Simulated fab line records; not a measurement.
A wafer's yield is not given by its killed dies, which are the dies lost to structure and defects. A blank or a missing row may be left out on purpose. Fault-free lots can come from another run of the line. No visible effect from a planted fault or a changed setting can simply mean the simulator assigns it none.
Which tool is to blame? :: flow ritCmos :: Sampling: 7 lots, 21 wafers, 2 of 202 route steps

== WHAT THE GAUGES READ, wafer by wafer ==
RIT_FOX2_THK_MEAS_01.
lot: L918
measured: day 2 00:34
on: filmMetro-04
FOX2_OXIDE_THK (nm): 353 348 352

lot: L920
measured: day 2 09:25
on: filmMetro-02
FOX2_OXIDE_THK (nm): 341 339 337

lot: L923
measured: day 3 02:21
on: filmMetro-02
FOX2_OXIDE_THK (nm): 333 330 333

lot: L925
measured: day 3 10:47
on: filmMetro-02
FOX2_OXIDE_THK (nm): 360 357 358

lot: L931
measured: day 4 16:30
on: filmMetro-04
FOX2_OXIDE_THK (nm): 386 385 386

lot: L937
measured: day 5 22:32
on: filmMetro-04
FOX2_OXIDE_THK (nm): 337 340 343

lot: L940
measured: day 6 16:10
on: filmMetro-04
FOX2_OXIDE_THK (nm): 345 346 353

== WHAT TOOL EACH LOT RAN ON (gives the tool, then ch and the chambers of the sampled wafers, and finally the start) ==
lot: L918
RIT_FOX2_OXIDATION_00: furnace-02 ch 0, day 1 23:16

lot: L920
RIT_FOX2_OXIDATION_00: furnace-01 ch 0, day 2 08:05

lot: L923
RIT_FOX2_OXIDATION_00: furnace-01 ch 0, day 3 01:02

lot: L925
RIT_FOX2_OXIDATION_00: furnace-02 ch 0, day 3 09:28

lot: L931
RIT_FOX2_OXIDATION_00: furnace-01 ch 0, day 4 15:10

lot: L937
RIT_FOX2_OXIDATION_00: furnace-03 ch 0, day 5 21:13

lot: L940
RIT_FOX2_OXIDATION_00: furnace-03 ch 0, day 6 14:51
- RIT_FOX2_OXIDATION_00: target thk 350.7 nm, ox time 1130 s.

== THE ANSWER, worked out from the rows above alone ==
Rule: usual is defined by the lots themselves. Put in order of their means at a reading, lots are off if they are a third of the lots or fewer, leave a main group of 4 or more, and stand apart from it by a gap of 3 or more times the standard deviation of the main group's means; of several such gaps the widest counts. The tables above print the reading to a certain number of digits; a main group whose means all agree to those digits is not used. Also off: a lot with no number at a reading for which 4 or more lots have one. The other lots that the step has rows for count as sound.
Off: at RIT_FOX2_THK_MEAS_01 (FOX2_OXIDE_THK), L931. The main group: mean 345 nm, standard deviation 8.7.
If a tool, at a process step before that reading, ran all the lots that are off and no sound lot after the first of them, it fits. Those tools and the gauges at RIT_FOX2_THK_MEAS_01 are tried in the same way. One candidate fits, namely furnace-01 at RIT_FOX2_OXIDATION_00. Its last sound lot is L923 (day 3 01:02), its first lot that is off L931 (day 4 15:10): a fault that began between those two fits.

== WHAT WAS PUT IN BY THE SIMULATOR ==
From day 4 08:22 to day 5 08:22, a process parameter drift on furnace-01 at RIT_FOX2_OXIDATION_00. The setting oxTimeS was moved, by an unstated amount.
Lots struck among those shown: L931. The rule above reached the same finding.
